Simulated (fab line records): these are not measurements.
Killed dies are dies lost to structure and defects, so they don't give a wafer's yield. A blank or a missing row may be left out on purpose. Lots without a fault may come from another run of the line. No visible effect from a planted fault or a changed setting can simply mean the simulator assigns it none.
One fault seen from 2 desks    flow berkeley_cmos170    numbers are kept per desk, each desk with only its own; the story behind them comes last

DESK OF THE TOOL OWNER: rie_metal-03
The tool's own readings at UCB170_M1_METAL_ETCH_12 (etches Al in Cl2/BCl3, stops on PSG, target depth 780 nm, time 130 s): means of the sampled wafers that have a number, for each lot that ran on this tool. If a lot's mean is further than 4 standard deviations from the usual mean, the lot is out of limits and carries the mark OUT (the distance appears in the brackets).
Columns: A = drypump_motor_current_A at UCB170_M1_METAL_ETCH_12, usual 5.7 A; B = mfc_cl2_sccm at UCB170_M1_METAL_ETCH_12, usual 90.03 sccm; C = oes_product_au at UCB170_M1_METAL_ETCH_12, usual 0.852 a.u.; D = throttle_valve_pct at UCB170_M1_METAL_ETCH_12, usual 24.17 %
lot   first seen here  A    B      C      D
L862  day 8 21:28      5.9  90.31  0.855  24.14
L875  day 11 19:01     5.7  90.07  0.843  24.24
Finding of this desk: none of the 2 lots has anything out of limits.

AT THE METROLOGY DESK
What the gauges read, lot by lot, whatever tool the lot ran on: means of the sampled wafers that have a number. If a lot's mean is further than 4 standard deviations from the usual mean, the lot is out of limits and carries the mark OUT (the distance appears in the brackets).
Columns: A = M1_AL_RS at UCB170_M1_RS_MEAS_01, usual 0.0484 ohm/sq; B = M1_AL_THK at UCB170_M1_THK_MEAS_02, usual 607 nm; C = cd_nm at UCB170_M1_CD_MEAS_09, usual 700.0 nm; D = M1_OVL at UCB170_M1_OVL_MEAS_10, usual 2 nm
lot   first seen here  A       B    C      D
L860  day 8 03:40      0.0488  602  701.5  -2
L862  day 8 20:08      0.0488  607  698.4  0
L868  day 9 22:25      0.0478  615  698.4  -5
L875  day 11 17:49     0.0487  600  699.4  1
L877  day 12 00:59     0.0483  607  701.6  12
Finding of this desk: none of the 5 lots has anything out of limits.

ALL TOGETHER
The desk of the tool owner found nothing out of limits.
Nothing out of limits was seen by the metrology desk.

WHAT HAD BEEN PUT IN BY THE SIMULATOR
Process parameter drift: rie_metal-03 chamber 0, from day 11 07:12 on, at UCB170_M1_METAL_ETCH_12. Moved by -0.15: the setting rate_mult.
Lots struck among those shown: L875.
